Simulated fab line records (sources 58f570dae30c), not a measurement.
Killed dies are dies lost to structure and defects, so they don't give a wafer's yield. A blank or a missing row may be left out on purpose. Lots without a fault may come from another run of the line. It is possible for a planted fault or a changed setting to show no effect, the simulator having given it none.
2 desks looking at one fault :: flow berkeley cmos170 :: what lay behind the numbers comes last; until then each desk has only its own

## FROM THE METROLOGY DESK
Means of the sampled wafers that have a number, per lot and without regard to the tool the lot ran on: this is what the gauges read. A lot is out of limits, marked OUT, if its mean lies more than 4 standard deviations from the usual mean; the brackets give that distance.
Columns: A = NWELL_TW at UCB170_NWELL_TW_MEAS_16, usual 1243; B = cd nm at UCB170_ACTIVE_CD_MEAS_13, usual 1200.5 nm
lot: L441
first seen here: day 2 19:04
A: 1245
B: 1201.6

lot: L442
first seen here: day 2 19:12
A: 1248
B: 1201.6

lot: L443
first seen here: day 3 06:58
A: 1230
B: 1199.4

lot: L445
first seen here: day 3 08:49
A: 1252
B: 1201.7

lot: L446
first seen here: day 3 19:59
A: 1233
B: 1200.1

lot: L447
first seen here: day 3 20:16
A: 1244
B: 1198.5

lot: L453
first seen here: day 4 21:01
A: 1196 (-4.3) OUT
B: 1202.0

lot: L452
first seen here: day 4 21:08
A: 1230
B: 1199.5

lot: L455
first seen here: day 5 10:46
A: 1175 (-6.2) OUT
B: 1201.2

lot: L461
first seen here: day 6 13:53
A: 1245
B: 1201.0

lot: L458
first seen here: day 6 14:04
A: 1221
B: 1201.7

lot: L462
first seen here: day 6 20:32
A: 1248
B: 1201.4

lot: L464
first seen here: day 7 04:40
A: 1228
B: 1201.9

lot: L463
first seen here: day 7 05:41
A: 1231
B: 1199.4
This desk reports L453, L455 out of limits; the earliest was L453 at day 4 21:01 (NWELL_TW at UCB170_NWELL_TW_MEAS_16). L441, L442, L443, L445, L446, L447, L452, L461, L458, L462, L464, L463 stayed within limits.

## DESK OF THE TOOL OWNER: implanter-04
The tool's own readings at UCB170_NWELL_IMPLANT_14: means of the sampled wafers that have a number, for each lot that ran on this tool. A lot is out of limits, marked OUT, if its mean lies more than 4 standard deviations from the usual mean; the brackets give that distance.
Columns: A = beam energy keV at UCB170_NWELL_IMPLANT_14, usual 150.00; B = end station pressure torr at UCB170_NWELL_IMPLANT_14, usual 4.99e-06 Torr
lot: L442
first seen here: day 2 18:57
A: 149.95
B: 4.96e-06

lot: L443
first seen here: day 3 06:43
A: 149.99
B: 4.57e-06

lot: L445
first seen here: day 3 08:35
A: 149.98
B: 4.93e-06

lot: L446
first seen here: day 3 19:44
A: 150.05
B: 4.98e-06

lot: L447
first seen here: day 3 20:01
A: 150.01
B: 4.95e-06

lot: L453
first seen here: day 4 20:47
A: 118.52 (-99 or more) OUT
B: 4.87e-06

lot: L455
first seen here: day 5 10:33
A: 118.51 (-99 or more) OUT
B: 4.91e-06
This desk's finding: out of limits on L453, L455; first on L453, day 4 20:47 (beam energy keV at UCB170_NWELL_IMPLANT_14). L442, L443, L445, L446, L447 stayed within limits.

## BROUGHT TOGETHER
On L453, L455, at day 4 20:47, an alarm was possible from the tool owner's desk.
On L453, L455, the metrology desk was in a position to raise an alarm at day 4 21:01.
All the named lots went through UCB170_NWELL_IMPLANT_14 on implanter-04.

## WHAT HAD BEEN PUT IN BY THE SIMULATOR
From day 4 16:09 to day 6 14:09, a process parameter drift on implanter-04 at UCB170_NWELL_IMPLANT_14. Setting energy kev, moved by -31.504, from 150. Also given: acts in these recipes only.
Struck lots among those shown: L453, L455.
Hours from the fault's start to each desk's first reading out of limits: the tool owner's desk, 5; the metrology desk, 5.
